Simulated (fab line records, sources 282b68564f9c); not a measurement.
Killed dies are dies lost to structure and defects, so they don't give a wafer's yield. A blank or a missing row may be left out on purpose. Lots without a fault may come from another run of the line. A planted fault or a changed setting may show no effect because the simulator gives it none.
Chamber matching | flow rit_cmos | RIT_FOX2_CLEAN_02 on wet_bench-02: 3 sister chambers
The step cleans in dHF, time 180 s. 3 wafers are shown with their chamber, then 7 later ones without.

WAFERS WITH THEIR CHAMBER
wafer  | chamber | run_length_s (s)
L555.6 | 3       | 207
L556.5 | 2       | 204
L557.5 | 0       | 205

WAFERS WITHOUT THEIR CHAMBER
wafer  | run_length_s (s)
L557.6 | 205
L558.1 | 205
L558.2 | 205
L558.6 | 205
L571.1 | 206
L571.2 | 206
L571.5 | 206

WHICH CHAMBER EACH WENT THROUGH
wafer  | from the rows above          | in truth
L557.6 | can't be placed: 0 or 2      | 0
L558.1 | can't be placed: 0 or 2      | 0
L558.2 | can't be placed: 0 or 2      | 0
L558.6 | can't be placed: 0 or 2      | 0
L571.1 | can't be placed: 0 or 3 or 2 | 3
L571.2 | can't be placed: 0 or 3 or 2 | 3
L571.5 | can't be placed: 0 or 3 or 2 | 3
Placed correctly: 0 of 7. Can't be placed from these rows: 7 (the true chamber is among the candidates in 7). Placed wrongly: 0.
How it was worked out, from the rows above alone: a wafer's distance from a chamber is the root of the sum, over the readings, of the square of ((its reading less the chamber's mean) divided by the reading's scatter). The wafer belongs to the nearest chamber; if the next one is less than 2 further off, it can't be placed. A chamber's mean is the mean of its shown wafers. The scatter: with one shown wafer a chamber, the root of the mean of the squares of how far each hidden wafer lies from its nearest shown one.
